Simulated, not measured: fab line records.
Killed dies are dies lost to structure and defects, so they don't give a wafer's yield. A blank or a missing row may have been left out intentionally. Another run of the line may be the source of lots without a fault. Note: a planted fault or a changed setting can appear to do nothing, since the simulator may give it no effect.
Code-filled problem report in 8D (eight disciplines) form -- flow rit_cmos -- the parts of the form that need people (team, actions taken, sign-off) are left out

1. THE PROBLEM
At RIT_M1_PROBE_99, killed_at_front_end averages 38 over 9 wafers from 3 lots, while fault-free wafers read 7, standard deviation 3. Measured from the usual mean, that is +10 standard deviations.
Seen first at day 5 03:32 on prober-01, wafer L854.3. The record has a number at this step for 45 wafers belonging to 15 lots. Rule for "out" (also "out of limits"): further than 4 standard deviations from the usual mean. The other wafers with a number count as sound.

2. WHAT IT IS, WHAT IT ISN'T
question,is,is not
which readings at this step,"killed_at_front_end, killed_dies",killed_open
which lots,"L854, L856, L857","L846, L847, L848, L850, L851, L853, L862, L864, L866, L867, L868, L869"
which wafers of those lots,all that have a number,-
read on which tools,"prober-01, prober-02",-
when,from day 5 03:32,"up to then (18 sound wafers); but 18 sound wafers of L862, L864, L866, L867, L868, L869 came after"

3. WHAT RULES OUT EACH SUSPECT
Counting: a tool stays on the suspect list if, at a process step up to the reading, it processed all lots that are out and no sound lot following the first of them.
- wet_bench-03 at RIT_SPACER_CLEAN_00 (cleans in SC1, time 600 s): kept. All lots that are out passed through it, beginning with L854 at day 4 12:10, and no sound lot followed; its final sound lot before that point was L853 at day 4 07:14.
The count leaves wet_bench-03 at RIT_SPACER_CLEAN_00.

4. THE CAUSE (what the simulator had put in)
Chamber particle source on wet_bench-03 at RIT_SPACER_CLEAN_00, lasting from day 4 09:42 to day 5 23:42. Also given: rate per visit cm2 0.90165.
Counting left only this tool.

5. THE CHAIN OF EFFECTS, in route order
Each row: a reading whose mean over the struck wafers that have a number lies more than 3 standard deviations from the usual. Only readings for which the record gives a usual standard deviation are gone through. hours: the time from each lot's start at the first step in this table that gives one to its start at this step, as a median over the lots. sigmas: the change in usual standard deviations.
hours,step,reading,usual,on struck wafers,change,sigmas
0,RIT_M1_PROBE_99,killed_at_front_end,7,38,+31,+10
0,RIT_M1_PROBE_99,killed_dies,7,38,+31,+10
Here are the process steps it includes:
- RIT_M1_PROBE_99

6. HOW IT WOULD HAVE BEEN CAUGHT EARLIER
In this record no reading fell out of limits until day 5 03:32, 18 hours after the fault had begun at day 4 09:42.
The start of RIT_SPACER_CLEAN_00 on wet_bench-03 came by day 5 03:32 for every one of the lots that are out (3). Holding the tool at that point would not have protected any of them.
